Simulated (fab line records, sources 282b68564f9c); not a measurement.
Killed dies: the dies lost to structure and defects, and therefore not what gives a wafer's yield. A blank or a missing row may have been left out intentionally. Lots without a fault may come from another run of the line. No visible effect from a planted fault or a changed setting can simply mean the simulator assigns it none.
Split-lot trial + flow ritCmos + on a route of 202 steps: 5 lots, 23 wafers read

== ON THE SPLIT ==
At RIT_NRETRO_SOFTBAKE_02 (time 60 s), the setting tempC was moved away from the recipe's 90 C on 10 of the 23 wafers read, by -3.3% to +3.7%. This setting was run at the recipe's value on the other wafers.

Split to reading: the file shows no intervening step.

== THE READING ==
NOVOLAK_of_NRETRO_COAT_01.thkNm (the simulator's own value, which no gauge read), in nm, at RIT_NRETRO_DEVELOP_05 (develop time 68 s). There is no usual value for it anywhere in the file. Here, 13 wafers ran the recipe; their average is 1297 nm with a standard deviation of 1.7 nm.

| wafer  | tool, chamber at the split | tempC as run, C | against the recipe | NOVOLAK_of_NRETRO_COAT_01.thkNm, nm | against lot-mates on the recipe |
|--------|----------------------------|-----------------|--------------------|-------------------------------------|---------------------------------|
| L074.1 | lithoTrack-04, 0           | 92.47           | +2.7%              | 1292                                | -5                              |
| L074.2 | lithoTrack-04, 0           | 92.47           | +2.7%              | 1293                                | -4                              |
| L074.3 | lithoTrack-04, 0           | 92.47           | +2.7%              | 1291                                | -6                              |
| L074.4 | lithoTrack-04, 0           | 90              | recipe             | 1296                                | -                               |
| L074.6 | lithoTrack-04, 0           | 90              | recipe             | 1298                                | -                               |
| L080.3 | lithoTrack-02, 0           | 90              | recipe             | 1298                                | -                               |
| L080.4 | lithoTrack-02, 0           | 90              | recipe             | 1299                                | -                               |
| L080.5 | lithoTrack-02, 0           | 90              | recipe             | 1297                                | -                               |
| L082.1 | lithoTrack-03, 0           | 90              | recipe             | 1297                                | -                               |
| L082.2 | lithoTrack-03, 0           | 90              | recipe             | 1299                                | -                               |
| L082.4 | lithoTrack-03, 0           | 87.02           | -3.3%              | 1310                                | +12                             |
| L082.5 | lithoTrack-03, 0           | 87.02           | -3.3%              | 1308                                | +10                             |
| L082.6 | lithoTrack-03, 0           | 87.02           | -3.3%              | 1312                                | +14                             |
| L083.1 | lithoTrack-03, 0           | 93.29           | +3.7%              | 1285                                | -9                              |
| L083.2 | lithoTrack-03, 0           | 90              | recipe             | 1294                                | -                               |
| L083.3 | lithoTrack-03, 0           | 90              | recipe             | 1295                                | -                               |
| L083.4 | lithoTrack-03, 0           | 90              | recipe             | 1294                                | -                               |
| L083.6 | lithoTrack-03, 0           | 93.29           | +3.7%              | 1283                                | -11                             |
| L084.1 | lithoTrack-04, 0           | 90              | recipe             | 1298                                | -                               |
| L084.2 | lithoTrack-04, 0           | 87.09           | -3.2%              | 1311                                | +13                             |
| L084.3 | lithoTrack-04, 0           | 90              | recipe             | 1299                                | -                               |
| L084.4 | lithoTrack-04, 0           | 90              | recipe             | 1297                                | -                               |
| L084.6 | lithoTrack-04, 0           | 87.09           | -3.2%              | 1309                                | +11                             |

THE FIT
A straight line over all 23 wafers: NOVOLAK_of_NRETRO_COAT_01.thkNm changes by -3.38 nm for each +1% of tempC; r = -0.96; the points scatter about the line by 2.3 nm.
The same after taking each lot's own level away (the mean of its wafers on the recipe; 23 wafers): -3.03 nm for each +1%; r = -0.97; scatter 1.7 nm.
Per that fit: largest tempC move, reading shift of 11 nm.
From 1294.3 to 1298.0 nm: that is the span of the lots' own levels, equal to 2.1 times the standard deviation above.
In other words, the slope is changed by the lot-to-lot level; the two fits disagree.
Check: for one of the wafers moved furthest among these (+3.7%), held out of the fit, the line's prediction against its lot-mates is -10.3 nm. Against them it came out at -9.33 nm.

== ADDITIONAL SPLITS CARRIED BY THESE WAFERS ==
Before the reading, these wafers also passed through other splits. Each is held against what the fit with the lots' levels taken away leaves over:
| other split on the same wafers | wafers away from the commonest value | r with NOVOLAK_of_NRETRO_COAT_01.thkNm (lot level and that fit taken away) |
|--------------------------------|--------------------------------------|----------------------------------------------------------------------------|
| RIT_ACTIVE_CVD_03 nh3FlowSccm  | 15                                   | +0.26                                                                      |
| RIT_ACTIVE_CLEAN_16 timeS      | 15                                   | +0.26                                                                      |

== THE FILE'S OWN FIT ==
NOVOLAK_of_NRETRO_COAT_01.thkNm changes by -3.06 nm for each +1% of tempC, r = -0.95.
